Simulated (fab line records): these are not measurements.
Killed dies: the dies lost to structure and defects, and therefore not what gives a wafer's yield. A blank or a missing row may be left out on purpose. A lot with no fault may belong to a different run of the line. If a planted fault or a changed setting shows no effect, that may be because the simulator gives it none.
Which tool was responsible?    flow rit_cmos    15 lots with 45 wafers sampled at 5 steps, on a route of 202 steps

WHAT THE GAUGES SHOWED, per wafer
RIT_ACTIVE_THK_MEAS_02.
lot   measured     on             ACTIVE_OXIDE_THK (nm)
L955  day 1 12:04  film_metro-02  43.9 44.2 43.8
L956  day 1 17:58  film_metro-02  46.0 46.1 46.0
L959  day 2 08:04  film_metro-04  46.1 45.5 45.8
L960  day 2 13:03  film_metro-01  44.7 44.2 44.6
L961  day 2 18:04  film_metro-02  43.8 44.0 44.1
L962  day 3 01:10  film_metro-02  70.2 69.6 69.7
L963  day 3 06:09  film_metro-04  71.7 71.7 70.8
L965  day 3 14:04  film_metro-02  43.9 44.3 44.4
L968  day 4 05:03  film_metro-02  44.8 44.7 44.9
L969  day 4 13:04  film_metro-02  70.0 71.9 70.9
L973  day 5 06:03  film_metro-02  45.3 45.1 46.0
L974  day 5 11:58  film_metro-01  44.0 44.2 44.5
L975  day 5 16:05  film_metro-04  44.6 44.2 44.5
L976  day 5 21:03  film_metro-02  44.9 44.7 45.5
L977  day 6 02:07  film_metro-02  45.0 45.2 45.4

RIT_NWELL_OVL_MEAS_06.
lot   measured     on          NWELL_OVL (nm)
L955  day 1 21:17  overlay-01  -0.8 -0.4 0.6
L956  day 2 02:04  overlay-01  -0.9 -0.2 -1.6
L959  day 2 16:16  overlay-02  -0.3 -3.0 0.8
L960  day 2 21:20  overlay-01  -1.9 0.0 -1.1
L961  day 3 02:26  overlay-01  -1.3 -1.0 -0.8
L962  day 3 12:39  overlay-01  -0.7 -1.6 -1.0
L963  day 3 14:38  overlay-02  -1.5 -3.5 -0.5
L965  day 3 22:26  overlay-01  0.8 -0.4 -1.2
L968  day 4 13:53  overlay-01  -0.9 -0.3 0.1
L969  day 4 23:24  overlay-01  -0.9 -2.0 -1.9
L973  day 5 14:10  overlay-01  -1.2 -0.4 -0.3
L974  day 5 21:07  overlay-01  -0.4 -0.9 1.8
L975  day 6 00:31  overlay-01  -0.2 -0.3 -0.3
L976  day 6 10:55  overlay-01  -0.7 0.5 0.0
L977  day 6 12:14  overlay-01  -1.4 -0.8 -0.6

RIT_CONTACT_OVL_MEAS_09.
lot   measured     on          CONTACT_OVL (nm)
L955  day 3 04:08  overlay-02  0.1 -0.8 -0.1
L956  day 3 08:19  overlay-02  0.6 0.2 0.0
L959  day 4 04:10  overlay-01  0.5 -0.3 1.2
L960  day 4 05:21  overlay-02  -1.8 -0.7 -0.7
L961  day 4 11:52  overlay-02  -0.8 -0.6 -1.4
L962  day 5 02:53  overlay-02  -1.4 0.1 -0.4
L963  day 5 03:32  overlay-01  0.0 1.2 1.5
L965  day 5 05:17  overlay-01  1.1 1.9 0.5
L968  day 5 23:00  overlay-01  0.4 -2.3 -0.8
L969  day 6 11:38  overlay-02  1.6 2.9 -0.5
L973  day 7 01:57  overlay-02  -1.0 0.4 -0.6
L974  day 7 06:40  overlay-01  0.8 -0.4 0.0
L975  day 7 09:44  overlay-01  0.9 1.1 2.6
L976  day 7 19:05  overlay-01  0.0 -0.1 -1.8
L977  day 7 20:49  overlay-02  -0.3 -1.9 0.8

RIT_M1_RS_MEAS_01: a four-point-probe measurement.
lot   measured     on             M1_AL_RS (ohm/sq)
L955  day 3 05:28  film_metro-02  0.0735 0.0726 0.0727
L956  day 3 09:40  film_metro-01  0.0734 0.0733 0.0725
L959  day 4 05:32  film_metro-04  0.0727 0.0725 0.0727
L960  day 4 06:48  film_metro-02  0.0744 0.0732 0.0730
L961  day 4 13:13  film_metro-01  0.0721 0.0721 0.0725
L962  day 5 04:13  film_metro-01  0.0721 0.0724 0.0729
L963  day 5 04:52  film_metro-01  0.0724 0.0735 0.0730
L965  day 5 06:39  film_metro-02  0.0741 0.0734 0.0722
L968  day 6 00:19  film_metro-04  0.0738 0.0742 0.0741
L969  day 6 12:59  film_metro-02  0.0730 0.0729 0.0739
L973  day 7 03:16  film_metro-01  0.0733 0.0745 0.0747
L974  day 7 08:17  film_metro-01  0.0741 0.0736 0.0744
L975  day 7 11:10  film_metro-02  0.0731 0.0735 0.0731
L976  day 7 20:25  film_metro-01  0.0737 0.0736 0.0735
L977  day 7 22:25  film_metro-02  0.0741 0.0740 0.0741

WHAT TOOL EACH LOT RAN ON (gives the tool, then ch and the chambers of the sampled wafers, and finally the start)
lot   RIT_ACTIVE_OXIDATION_01
L955  furnace-04 ch 0, day 1 10:07
L956  furnace-03 ch 0, day 1 16:01
L959  furnace-01 ch 0, day 2 06:07
L960  furnace-04 ch 0, day 2 11:07
L961  furnace-04 ch 0, day 2 16:07
L962  furnace-01 ch 0, day 2 21:07 and furnace-04 ch 0, day 2 23:13
L963  furnace-01 ch 0, day 3 02:07 and furnace-03 ch 0, day 3 04:13
L965  furnace-03 ch 0, day 3 12:07
L968  furnace-04 ch 0, day 4 03:07
L969  furnace-01 ch 0, day 4 08:07
L973  furnace-04 ch 0, day 5 04:07
L974  furnace-01 ch 0, day 5 10:02
L975  furnace-01 ch 0, day 5 14:07
L976  furnace-03 ch 0, day 5 19:07
L977  furnace-01 ch 0, day 6 00:10
- RIT_ACTIVE_OXIDATION_01: target thk 46.8 nm, ox time 3200 s.

AS READ BY THE TOOLS THEMSELVES (means over the sampled wafers that have a number; for cases with no such wafer, the mark the record gives instead)
RIT_ACTIVE_OXIDATION_01.
lot   tool                   ox_temp_c_max
L955  furnace-04             1003.2
L956  furnace-03             1004.0
L959  furnace-01             1004.6
L960  furnace-04             1003.7
L961  furnace-04             1002.1
L962  furnace-01/furnace-04  1003.9
L963  furnace-01/furnace-03  1004.8
L965  furnace-03             1004.1
L968  furnace-04             1003.8
L969  furnace-01             1004.7
L973  furnace-04             1003.0
L974  furnace-01             1005.7
L975  furnace-01             1004.2
L976  furnace-03             1005.4
L977  furnace-01             1003.4

THE ANSWER, worked out from the rows above alone
Rule: what is usual is taken from the lots themselves. Put in order of their means at a reading, lots are off if they are a third of the lots or fewer, leave a main group of 4 or more, and stand apart from it by a gap of 3 or more times the standard deviation of the main group's means; of several such gaps the widest counts. The tables above print the reading to a certain number of digits; a main group whose means all agree to those digits is not used. Also off: a lot with no number at a reading for which 4 or more lots have one. Any other lot the step has rows for is counted as sound. After the gauges, taken in route order, come the tools' own readings; for these a lot's mean is taken, as printed above. The first step at which some lot is off is used, and at that step the reading that is off furthest; a lot without a number counts as furthest.
Off: L962, L963, L969, at RIT_ACTIVE_THK_MEAS_02 (ACTIVE_OXIDE_THK). The main group: mean 44.8 nm, standard deviation 0.68.
If a tool, at a process step before that reading, ran all the lots that are off and no sound lot after the first of them, it fits. Those tools and the gauges at RIT_ACTIVE_THK_MEAS_02 are tried in the same way. None of those tried fits.

WHAT THE SIMULATOR HAD PUT IN
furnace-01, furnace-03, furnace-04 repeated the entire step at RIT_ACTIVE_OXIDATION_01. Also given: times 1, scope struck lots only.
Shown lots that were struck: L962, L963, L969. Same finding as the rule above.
